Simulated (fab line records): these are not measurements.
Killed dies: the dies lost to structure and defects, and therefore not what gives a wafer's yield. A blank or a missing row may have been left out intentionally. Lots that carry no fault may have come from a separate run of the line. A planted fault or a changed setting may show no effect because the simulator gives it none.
fab line records -- flow rit_cmos
record lots=6, wafers=18, last_day=7
route steps=202 shown ACTIVE@8 FOX1@20 M1@202
lots that met no fault: taken from a fault-free run of the same line
start_h: start of the lot's first displayed wafer, in hours after the record's first day -- wait_h: hours since the lot's step before -- " same as the row above -- L1.1+2: one row covering several wafers at once -- - value missing, or start not given -- * or withheld: withheld -- < > ~ a bound
route shown NAME@n: names a module that has steps shown in the file, with the first one's number in the route -- usual: mean/standard deviation taken from wafers without a fault -- same: alike in all rows -- chamber/n: place in a boat -- sites: per-site readings -- _std_site: standard deviation of those values -- _edge_site: inner sites' mean taken away from outer sites' mean -- radius_mm: for every site, how far away it sits from the centre of the wafer -- mask NAME#n: copy n -- behind: tool/chamber where the wafer was last shaped -- hold: why the lot was held/for how many hours/how that ended -- device: transistor that didn't switch, given as n, p or np -- end of line: the same wafers' tests at the end of the route -- where a step has no rows: the recipe by itself -- killed: dies that structure and defects cost at the first sort, which is not the same as the wafer's yield -- map: dies across one wafer; x = killed, . = not, _ = none there
set.NAME: the setting that was run; set.NAME@STEP: the one run at that earlier step -- model.NAME: the simulator's own value behind a step, which no gauge read
certain route steps with their lots: each step a table, each wafer a row
services: from which hour (start_h, from the record's first day; less than 0 if before it) a tool's chamber was out of use, for how many hours, and why
## steps
# step RIT_ACTIVE_SOFTBAKE_07
# recipe resist=NOVOLAK, temp_c=90, time_s=60
# step RIT_ACTIVE_EXPOSE_08
# recipe mask_id=M1, na=0.6, source_shape=conventional, sigma_outer=0.6, target_cd_nm=1400, dose_mj=225
# step RIT_ACTIVE_PEB_09
# recipe resist=NOVOLAK, temp_c=withheld, time_s=withheld
# step RIT_ACTIVE_DEVELOP_10
# recipe resist=NOVOLAK, develop_time_s=50, dev_temp_c=23
# step RIT_ACTIVE_CD_MEAS_11
# recipe target_cd_nm=1400
# usual cd_nm=1399.2/2.4
lot.wafer,tool,chamber,start_h,wait_h,cd_nm
L465.3,cd_sem-01,-,15.56,-,1402.5
L465.4,cd_sem-01,-,15.56,-,1402.6
L465.6,cd_sem-01,-,15.56,-,1398.9
L468.2,cd_sem-01,-,29.65,-,1401.1
L468.3,cd_sem-01,-,29.65,-,1398.9
L468.6,cd_sem-01,-,29.65,-,1402.1
L473.1,cd_sem-01,-,54.56,-,1398.1
L473.3,cd_sem-01,-,54.56,-,1398.6
L473.6,cd_sem-01,-,54.56,-,1399.5
L474.1,cd_sem-01,-,59.56,-,1398.9
L474.3,cd_sem-01,-,59.56,-,1400.7
L474.6,cd_sem-01,-,59.56,-,1398.0
L476.1,cd_sem-01,-,69.56,-,1398.7
L476.3,cd_sem-01,-,69.56,-,1400.0
L476.5,cd_sem-01,-,69.56,-,1398.2
L486.3,cd_sem-01,-,119.60,-,1397.7
L486.4,cd_sem-01,-,119.60,-,1396.5
L486.6,cd_sem-01,-,119.60,-,1396.4
# step RIT_ACTIVE_HARDBAKE_12
# recipe resist=NOVOLAK, temp_c=140, time_s=60
# step RIT_ACTIVE_ETCH_13
# recipe stop_on=SiO2, chemistry=SF6, target=Si3N4, time_s=210, over_etch_frac=0.4, SF6_flow_sccm=200, pressure_mtorr=260, rf_w=125, target_depth_a=2100
# usual drypump_motor_current_A=5.6/0.49, oes_product_au=0.825/0.014, throttle_valve_pct=7.44/0.1
# same time_s=210
lot.wafer,tool,chamber,start_h,wait_h,drypump_motor_current_A,oes_product_au,rf_hours_counter_h,throttle_valve_pct
L465.3,rie_diel-01,2,15.79,0.1,6.3,0.816,135,7.30
L465.4,rie_diel-01,0,15.79,0.1,5.7,0.827,5,7.40
L465.6,rie_diel-01,3,15.79,0.1,6.1,0.845,-,7.49
L468.2,rie_diel-01,2,29.90,0.1,6.3,0.821,136,7.30
L468.3,rie_diel-01,3,29.90,0.1,6.1,0.839,147,7.48
L468.6,rie_diel-01,3,29.90,0.1,6.1,0.849,-,7.48
L473.1,rie_diel-01,1,54.83,0.1,6.0,0.839,141,7.27
L473.3,rie_diel-01,3,54.83,0.1,6.1,0.828,148,7.49
L473.6,rie_diel-01,1,54.83,0.1,6.0,0.839,-,7.26
L474.1,rie_diel-04,2,59.83,0.1,5.0,0.826,26,7.48
L474.3,rie_diel-04,3,59.83,0.1,5.4,0.812,1,7.39
L474.6,rie_diel-04,0,59.83,0.1,5.9,0.827,-,7.41
L476.1,rie_diel-01,3,69.83,0.1,6.1,0.845,148,7.48
L476.3,rie_diel-01,1,69.83,0.1,6.0,0.838,142,7.27
L476.5,rie_diel-01,1,69.83,0.1,6.0,0.847,-,7.27
L486.3,rie_diel-04,0,119.83,0.1,5.9,0.811,4,7.39
L486.4,rie_diel-04,2,119.83,0.1,5.0,0.827,-,7.48
L486.6,rie_diel-04,0,119.83,0.1,5.9,0.822,-,7.39
# step RIT_ACTIVE_STRIP_14
# recipe chemistry=O2, time_s=180, resist=NOVOLAK, platen_temp_c=withheld, power_w=500, pressure_mtorr=4000, o2_flow_sccm=4000
# usual drypump_motor_current_A=5.8/0.32, rf_refl_power_W=6.5/0.92
# same time_s=180
lot.wafer,tool,chamber,start_h,wait_h,drypump_motor_current_A,rf_hours_counter_h,rf_refl_power_W
L465.3,plasma_asher-03,1,15.98,0.1,5.4,-,6.0
L465.4,plasma_asher-03,0,15.98,0.1,6.0,-,7.0
L465.6,plasma_asher-03,1,15.98,0.1,5.4,-,6.1
L468.2,plasma_asher-04,0,30.03,0.1,5.5,39,6.7
L468.3,plasma_asher-04,0,30.03,0.1,5.5,-,6.8
L468.6,plasma_asher-04,0,30.03,0.1,5.5,-,6.6
L473.1,plasma_asher-01,1,54.97,0.1,6.3,43,6.1
L473.3,plasma_asher-01,0,54.97,0.1,5.6,-,8.3
L473.6,plasma_asher-01,1,54.97,0.1,6.3,-,6.4
L474.1,plasma_asher-01,1,59.97,0.1,6.3,43,6.6
L474.3,plasma_asher-01,1,59.97,0.1,6.3,-,6.1
L474.6,plasma_asher-01,0,59.97,0.1,5.6,-,8.0
L476.1,plasma_asher-03,0,69.97,0.1,6.0,37,6.4
L476.3,plasma_asher-03,1,69.97,0.1,5.4,-,5.9
L476.5,plasma_asher-03,0,69.97,0.1,6.1,-,6.6
L486.3,plasma_asher-03,1,120.03,0.1,5.4,-,6.2
L486.4,plasma_asher-03,0,120.03,0.1,6.1,-,6.9
L486.6,plasma_asher-03,0,120.03,0.1,6.1,-,6.6
# step RIT_ACTIVE_CD_MEAS_90
# recipe target_cd_nm=1400
# usual cd_nm=1399.2/2.4
lot.wafer,tool,chamber,start_h,wait_h,cd_nm
L465.3,cd_sem-02,-,16.13,0.1,1402.4
L465.4,cd_sem-02,-,16.13,0.1,1402.4
L465.6,cd_sem-02,-,16.13,0.1,1398.9
L468.2,cd_sem-01,-,30.22,0.1,1401.3
L468.3,cd_sem-01,-,30.22,0.1,1398.8
L468.6,cd_sem-01,-,30.22,0.1,1402.5
L473.1,cd_sem-01,-,55.14,0.1,1398.1
L473.3,cd_sem-01,-,55.14,0.1,1398.5
L473.6,cd_sem-01,-,55.14,0.1,1399.4
L474.1,cd_sem-01,-,60.14,0.1,1399.1
L474.3,cd_sem-01,-,60.14,0.1,1400.5
L474.6,cd_sem-01,-,60.14,0.1,1398.4
L476.1,cd_sem-01,-,70.14,0.1,1398.5
L476.3,cd_sem-01,-,70.14,0.1,1399.9
L476.5,cd_sem-01,-,70.14,0.1,1398.6
L486.3,cd_sem-01,-,120.18,0.1,1397.4
L486.4,cd_sem-01,-,120.18,0.1,1396.9
L486.6,cd_sem-01,-,120.18,0.1,1396.9
# step RIT_ACTIVE_CLEAN_15
# recipe chemistry=SC1, mix=3:3:50, time_s=600, temp_c=75
# step RIT_ACTIVE_CLEAN_16
# recipe chemistry=dHF, dilution=50:1, time_s=30
# step RIT_ACTIVE_CLEAN_17
# recipe chemistry=SC2, mix=3:3:50, time_s=600, temp_c=75, dry=n2_spin
# step RIT_FOX1_OXIDATION_00
# recipe temp_c=1100, ambient=H2O, target_thk_a=3507, p_h2o_torr=720, ox_time_s=1130
# usual ox_time_s=1130/0, spike_tc_source_C=1129.7/2.2
lot.wafer,tool,chamber,start_h,wait_h,ox_time_s,spike_tc_source_C,model.SiO2_of_FOX1_OXIDATION_00.thk_nm
L465.3,furnace-02,0,16.58,0.0,1130,1131.2,348.9
L465.4,furnace-02,0,16.58,0.0,1130,1129.7,343.6
L465.6,furnace-02,0,16.58,0.0,1130,1131.4,350.3
L468.2,furnace-02,0,30.73,0.0,1130,1130.3,355.9
L468.3,furnace-02,0,30.73,0.0,1130,1130.6,351.8
L468.6,furnace-02,0,30.73,0.0,1130,1131.0,351
L473.1,furnace-02,0,55.63,0.0,1356,1130.8,387.5
L473.3,furnace-02,0,55.63,0.0,1356,1130.5,391
L473.6,furnace-02,0,55.63,0.0,1356,1131.6,388.1
L474.1,furnace-02,0,62.30,1.7,1356,1131.2,389
L474.3,furnace-02,0,62.30,1.7,1356,1131.6,383.5
L474.6,furnace-02,0,62.30,1.7,1356,1131.5,390.4
L476.1,furnace-04,0,70.63,0.0,1130,1129.4,348.3
L476.3,furnace-04,0,70.63,0.0,1130,1130.7,346.2
L476.5,furnace-04,0,70.63,0.0,1130,1132.3,345.5
L486.3,furnace-04,0,120.66,0.0,1130,1131.7,353.7
L486.4,furnace-04,0,120.66,0.0,1130,1130.2,358.9
L486.6,furnace-04,0,120.66,0.0,1130,1128.7,356.1
# step RIT_FOX1_THK_MEAS_01
# recipe reads=SiO2_of_FOX1_OXIDATION_00
# usual FOX1_OXIDE_THK=351/5.4
lot.wafer,tool,chamber,start_h,wait_h,FOX1_OXIDE_THK[nm]
L465.3,film_metro-03,-,17.92,0.0,349
L465.4,film_metro-03,-,17.92,0.0,344
L465.6,film_metro-03,-,17.92,0.0,350
L468.2,film_metro-03,-,32.05,0.0,356
L468.3,film_metro-03,-,32.05,0.0,352
L468.6,film_metro-03,-,32.05,0.0,351
L473.1,film_metro-03,-,56.94,0.0,388
L473.3,film_metro-03,-,56.94,0.0,391
L473.6,film_metro-03,-,56.94,0.0,388
L474.1,film_metro-03,-,63.62,0.0,389
L474.3,film_metro-03,-,63.62,0.0,384
L474.6,film_metro-03,-,63.62,0.0,390
L476.1,film_metro-03,-,71.94,0.0,348
L476.3,film_metro-03,-,71.94,0.0,346
L476.5,film_metro-03,-,71.94,0.0,345
L486.3,film_metro-03,-,122.00,0.0,354
L486.4,film_metro-03,-,122.00,0.0,358
L486.6,film_metro-03,-,122.00,0.0,356
# step RIT_FOX1_WET_ETCH_02
# recipe chemistry=BOE, target_depth_nm=350, time_s=390, temp_c=21.5, dry=n2_spin, dilution=10:1, target=SiO2
# step RIT_M1_PROBE_99
# usual killed_at_M0_to_M3=0.0/0.12, killed_at_contacts=0.1/0.27, killed_at_front_end=7/3.1, killed_dies=7/3.1, killed_open=3.6/2.3, killed_short=3.2/2
# same gross_dies=264, killed_at_M4_up=0, killed_at_back_side=0, killed_at_other=0
lot.wafer,tool,chamber,start_h,wait_h,killed_at_M0_to_M3,killed_at_contacts,killed_at_front_end,killed_dies,killed_open,killed_short,model.etest.pldd.width_nm,model.etest.nldd.width_nm,model.etest.pplus_sal.width_nm,model.etest.nplus_sal.width_nm
L465.3,prober-02,-,58.66,0.2,0,0,7,7,6,1,3190,3188,3473,3471
L465.4,prober-02,-,58.71,0.2,0,0,8,8,3,5,3189,3184,3450,3452
L465.6,prober-02,-,58.81,0.2,0,0,13,13,7,6,3172,3161,3463,3444
L468.2,prober-01,-,73.61,0.1,0,0,10,10,3,7,3170,3164,3447,3440
L468.3,prober-01,-,73.66,0.2,0,0,5,5,4,1,3163,3155,3448,3449
L468.6,prober-01,-,73.81,0.2,0,0,4,4,2,2,3157,3172,3463,3473
L473.1,prober-01,-,100.47,0.1,0,0,7,7,5,2,3156,3154,3427,3411
L473.3,prober-01,-,100.57,0.2,1,0,10,11,6,4,3133,3138,3411,3384
L473.6,prober-01,-,100.72,0.2,0,0,11,11,3,8,3138,3128,3420,3413
L474.1,prober-02,-,104.68,0.1,0,0,5,5,4,1,3137,3144,3402,3422
L474.3,prober-02,-,104.78,0.2,0,0,7,7,3,4,3144,3142,3427,3418
L474.6,prober-02,-,104.93,0.2,0,0,5,5,3,2,3104,3119,3400,3385
L476.1,prober-02,-,113.41,0.1,0,0,3,3,0,3,3185,3191,3436,3421
L476.3,prober-02,-,113.51,0.2,0,0,8,8,4,3,3177,3202,3472,3472
L476.5,prober-02,-,113.61,0.2,0,0,8,8,5,3,3192,3178,3454,3433
L486.3,prober-02,-,161.46,0.2,0,0,3,3,1,2,3154,3144,3416,3430
L486.4,prober-02,-,161.51,0.2,0,0,3,3,1,2,3144,3133,3419,3446
L486.6,prober-02,-,161.61,0.2,0,1,4,5,1,4,3172,3171,3429,3434
# killed by level:class
L465.3 GATE:geometric_particle:open=3 SILICIDE:geometric_particle:open=2 FOX2:geometric_particle:open=1 REOX:geometric_particle:short=1
L465.4 SILICIDE:geometric_particle:open=2 SILICIDE:geometric_particle:short=2 FOX2:geometric_particle:open=1 GATE:geometric_particle:short=1 REOX:geometric_particle:short=1 SPACER:geometric_particle:short=1
L465.6 REOX:geometric_particle:open=5 GATE:geometric_particle:short=2 SPACER:geometric_particle:short=2 SILICIDE:geometric_particle:short=2 GATE:geometric_particle:open=1 SPACER:geometric_particle:open=1
L468.2 GATE:geometric_particle:short=4 GATE:geometric_particle:open=2 REOX:geometric_particle:short=2 SPACER:geometric_particle:open=1 SILICIDE:geometric_particle:short=1
L468.3 GATE:geometric_particle:open=2 GATE:geometric_particle:short=1 REOX:geometric_particle:open=1 SILICIDE:geometric_particle:open=1
L468.6 ACTIVE:geometric_particle:short=1 REOX:geometric_particle:open=1 SPACER:geometric_particle:short=1 SPACER:geometric_particle:open=1
L473.1 GATE:geometric_particle:open=3 GATE:geometric_particle:short=2 FOX1:geometric_particle:open=1 SPACER:geometric_particle:open=1
L473.3 GATE:geometric_particle:short=3 FOX1:geometric_particle:open=2 GATE:geometric_particle:open=2 FOX2:geometric_particle:open=1 FOX2:geometric_particle:short=1 SPACER:geometric_particle:open=1 M1:coat_microbubble_printed=1
L473.6 GATE:geometric_particle:short=4 FOX1:geometric_particle:short=1 FOX2:geometric_particle:short=1 GATE:geometric_particle:open=1 SPACER:geometric_particle:short=1 SPACER:geometric_particle:open=1 SILICIDE:geometric_particle:open=1 SILICIDE:geometric_particle:short=1
L474.1 GATE:geometric_particle:open=3 FOX1:geometric_particle:open=1 GATE:geometric_particle:short=1
L474.3 FOX1:geometric_particle:short=2 GATE:geometric_particle:open=1 REOX:geometric_particle:open=1 SPACER:geometric_particle:short=1 SILICIDE:geometric_particle:short=1 SILICIDE:geometric_particle:open=1
L474.6 ACTIVE:geometric_particle:open=1 FOX2:geometric_particle:open=1 GATE:geometric_particle:short=1 REOX:geometric_particle:short=1 REOX:geometric_particle:open=1
L476.1 GATE:geometric_particle:short=2 REOX:geometric_particle:short=1
L476.3 GATE:geometric_particle:short=2 GATE:geometric_particle:open=2 FOX1:geometric_particle:open=1 FOX2:geometric_particle:open=1 SILICIDE:geometric_particle:short=1 PRETRO:coat_microbubble_printed=1
L476.5 GATE:geometric_particle:open=3 SILICIDE:geometric_particle:short=3 SILICIDE:geometric_particle:open=2
L486.3 GATE:geometric_particle:open=1 GATE:geometric_particle:short=1 SILICIDE:geometric_particle:short=1
L486.4 GATE:geometric_particle:short=2 GATE:geometric_particle:open=1
L486.6 SPACER:geometric_particle:short=3 CONTACT:geometric_particle:short=1 FOX2:geometric_particle:open=1
## services
tool,chamber,start_h,hours,kind
furnace-02,-,-3.18,11.1,pm
plasma_asher-04,-,3.17,1.4,repair
furnace-02,-,40.63,3.0,pm
furnace-04,-,45.34,2.8,pm
rie_diel-01,2,55.12,5.9,repair
furnace-04,-,55.98,3.2,pm
rie_diel-04,3,72.09,5.3,repair
rie_diel-04,2,77.27,13.9,repair
furnace-02,-,89.09,3.4,pm
plasma_asher-03,-,108.75,9.0,pm
plasma_asher-03,0,108.75,9.0,vent_cycle
plasma_asher-03,1,108.75,9.0,vent_cycle
rie_diel-04,3,115.19,26.2,repair
plasma_asher-03,0,117.75,-,clean
plasma_asher-03,1,117.75,-,clean
## key
first_sign step=RIT_FOX1_OXIDATION_00, reading=ox_time_s, direction=up, sigmas=99+, usual=*, struck=*
effect step=RIT_FOX1_THK_MEAS_01, reading=FOX1_OXIDE_THK, direction=up, sigmas=6.9, usual=351, struck=388
model_effect step=RIT_FOX1_OXIDATION_00, value=SiO2_of_FOX1_OXIDATION_00.thk_nm, without=347.8, struck=388.2
model_effect step=RIT_M1_PROBE_99, value=etest.pldd.width_nm, without=3182, struck=3136
met_at RIT_FOX1_OXIDATION_00
struck_wafers L473.1,L473.3,L473.6,L474.1,L474.3,L474.6
tester_left_out L473,L474
onset_between 30.73 55.63
fault kind=process_parameter_drift, tool=furnace-02, chamber=-, onset_h=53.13, steps=RIT_FOX1_OXIDATION_00, channel=ox_time_s, offset=*, shape=step, end_h=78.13, acts_in=*, stated=*
# tester_left_out: of these lots the tester's yield and bins aren't shown, on N5 and GAA mostly nor the transistor test; their killed dies are dies lost to structure and defects alone, not to doping, threshold or leakage, so they don't give the yield
